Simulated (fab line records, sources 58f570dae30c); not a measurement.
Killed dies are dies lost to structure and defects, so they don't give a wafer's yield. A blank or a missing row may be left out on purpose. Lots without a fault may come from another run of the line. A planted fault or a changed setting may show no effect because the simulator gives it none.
Problem report in the 8D (eight disciplines) form, filled by code | flow berkeley_cmos170 | the parts of the form that need people (team, actions taken, sign-off) are left out

1. THE PROBLEM
NLDD_TW at UCB170_NLDD_TW_MEAS_11 reads a mean of 2094 on 6 wafers of 2 lots; wafers without a fault read 2212 with a standard deviation of 16. That is -7.4 standard deviations from the usual mean.
First seen on wafer L121.3, day 9 03:08, on film_metro-02. The record holds 42 wafers of 14 lots with a number at this step. Rule for "out", or "out of limits": more than 4 standard deviations from the usual mean. The other wafers with a number count as sound.

2. WHAT IT IS AND WHAT IT IS NOT
question                    | is                           | is not
which readings at this step | NLDD_TW                      | -
which lots                  | L121, L123                   | L113, L114, L115, L118, L119, L120, L124, L128, L130, L134, L135, L136
which wafers of those lots  | all that have a number       | -
read on which gauges        | film_metro-01, film_metro-02 | film_metro-03
when                        | from day 9 03:08             | up to then (18 sound wafers); but 18 sound wafers of L124, L128, L130, L134, L135, L136 came after

3. SUSPECTS, AND WHAT RULES EACH OUT
Counting: a tool at a process step up to the reading stays a suspect if it ran every lot that is out and no sound lot after the first of them.
- the gauge at UCB170_NLDD_TW_MEAS_11: ruled out. The wafers that are out were read on 2 gauges (film_metro-01, film_metro-02).
- implanter-04 at UCB170_NLDD_IMPLANT_08: ruled out as a lasting fault. Sound lots L134 ran on it after its first lot that is out, L121 (day 9 02:45).
Left after counting: nothing in the record.

4. THE CAUSE (what the simulator had put in)
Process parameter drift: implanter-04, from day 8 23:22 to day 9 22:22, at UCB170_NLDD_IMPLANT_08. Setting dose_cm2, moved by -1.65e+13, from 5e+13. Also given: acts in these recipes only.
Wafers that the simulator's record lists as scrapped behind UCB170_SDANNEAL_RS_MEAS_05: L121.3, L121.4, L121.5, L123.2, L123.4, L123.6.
Counting ruled it out, wrongly: the rule takes a fault to strike every lot that its tool runs from its start on, and this one did not.

5. THE CHAIN OF EFFECTS, in route order
Each row: a reading whose mean over the struck wafers that have a number lies more than 3 standard deviations from the usual. Only readings for which the record gives a usual standard deviation are gone through. hours: the time from each lot's start at the first step in this table that gives one to its start at this step, as a median over the lots. sigmas: the change in usual standard deviations.
hours | step                       | reading            | usual        | on struck wafers | change     | sigmas
0     | UCB170_NLDD_IMPLANT_08     | dose_ions_cm2      | 4.999e+13    | 3.350e+13        | -1.650e+13 | -99 or more
0     | UCB170_NLDD_IMPLANT_08     | faraday_current_uA | 158          | 104              | -54        | -17
0     | UCB170_NLDD_TW_MEAS_11     | NLDD_TW            | 2212         | 2094             | -118       | -7.4
17    | UCB170_SDANNEAL_RS_MEAS_05 | NLDD_RS            | 617.0 ohm/sq | 696.1            | +79.1      | +47
The process steps in it:
- UCB170_NLDD_IMPLANT_08

6. WHAT WOULD HAVE CAUGHT IT SOONER
In this record the first reading out of limits at a measuring or inspecting step was taken at day 9 03:08, 4 hours after the fault began at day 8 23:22.
The tool's own readings at UCB170_NLDD_IMPLANT_08 were out on every struck wafer that the step has a row for (dose_ions_cm2, faraday_current_uA): an alarm limit on them would have fired on the first of those.
